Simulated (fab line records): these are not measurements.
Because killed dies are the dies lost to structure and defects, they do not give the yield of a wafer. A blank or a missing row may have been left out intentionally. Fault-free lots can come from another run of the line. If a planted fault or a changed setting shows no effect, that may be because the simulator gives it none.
Split-lot experiment    flow berkeleyCmos170    on a route of 331 steps: 5 lots, 23 wafers read

SPLIT DETAILS
At UCB170_GATE_COAT_07 (resist thk 900 nm), the setting resistThkNm was moved away from the recipe's 900 nm on 6 of the 23 wafers read, by -5.6% to -2.5%. All remaining wafers had this setting at the recipe value.

The split's own step is where the reading is taken.

THE READING
KrF_of_GATE_COAT_07.thkNm (the simulator's own value, which no gauge read), in nm, at UCB170_GATE_COAT_07 (resist thk 900 nm). No usual value for it is given in the file. Average 900.3 nm, standard deviation 2.4 nm, over the 17 wafers here run with the recipe.

wafer   tool, chamber at the split  resistThkNm as run, nm  against the recipe  KrF_of_GATE_COAT_07.thkNm, nm  against lot-mates on the recipe
L074.1  lithoTrack-04, 0            849.5                   -5.6%               850.7                          -49.2
L074.2  lithoTrack-04, 0            849.5                   -5.6%               851.3                          -48.7
L074.3  lithoTrack-04, 0            849.5                   -5.6%               853                            -47.0
L074.5  lithoTrack-04, 0            900                     recipe              899.4                          -
L074.6  lithoTrack-04, 0            900                     recipe              900.5                          -
L077.1  lithoTrack-04, 0            900                     recipe              903.8                          -
L077.2  lithoTrack-04, 0            900                     recipe              903.5                          -
L077.3  lithoTrack-04, 0            900                     recipe              900.4                          -
L077.4  lithoTrack-04, 0            900                     recipe              901.5                          -
L077.5  lithoTrack-04, 0            900                     recipe              900.5                          -
L079.1  lithoTrack-02, 0            900                     recipe              898.2                          -
L079.3  lithoTrack-02, 0            900                     recipe              896.8                          -
L079.6  lithoTrack-02, 0            900                     recipe              896.9                          -
L082.1  lithoTrack-02, 0            877.1                   -2.5%               880                            -24.1
L082.2  lithoTrack-02, 0            877.1                   -2.5%               880.6                          -23.5
L082.3  lithoTrack-02, 0            900                     recipe              903.8                          -
L082.4  lithoTrack-02, 0            877.1                   -2.5%               881.1                          -23.0
L082.5  lithoTrack-02, 0            900                     recipe              904.4                          -
L085.1  lithoTrack-02, 0            900                     recipe              899.4                          -
L085.5  lithoTrack-02, 0            900                     recipe              899.4                          -
L085.2  lithoTrack-02, 0            900                     recipe              901.6                          -
L085.3  lithoTrack-02, 0            900                     recipe              897.6                          -
L085.4  lithoTrack-02, 0            900                     recipe              898                            -

THE FIT
A straight line over all 23 wafers: KrF_of_GATE_COAT_07.thkNm changes by +8.56 nm for each +1% of resistThkNm; r = +0.99; the points scatter about the line by 2.3 nm.
The same after taking each lot's own level away (the mean of its wafers on the recipe; 23 wafers): +8.69 nm for each +1%; r = +1.00; scatter 1.2 nm.
On that fit, the largest move of resistThkNm shifts the reading by 49 nm.
The lots' own levels span 897.30 to 904.10 nm, that is 2.8 times the standard deviation above.
The two slopes agree, so the slope changes little with the lot-to-lot level.
Check: for one of the wafers moved furthest among these (-5.6%), held out of the fit, the line's prediction against its lot-mates is -48.7 nm. Against them it came out at -49.2 nm.

THESE WAFERS: OTHER SPLITS
These wafers also went through other splits before the reading. Each is held against what the fit with the lots' levels taken away leaves over:
other split on the same wafers        wafers away from the commonest value  r with KrF_of_GATE_COAT_07.thkNm (lot level and that fit taken away)
UCB170_START_OXIDATION_02 oxTimeS     10                                    -0.27
UCB170_NWELL_COAT_07 spinRpm          10                                    -0.09
UCB170_NWELL_IMPLANT_14 doseCm2       7                                     +0.03
UCB170_ACTIVE_CVD_05 sih2cl2FlowSccm  15                                    -0.19
UCB170_PFIELD_IMPLANT_07 energyKev    8                                     +0.06

THE FILE'S OWN FIT
KrF_of_GATE_COAT_07.thkNm changes by +8.72 nm for each +1% of resistThkNm, r = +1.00.
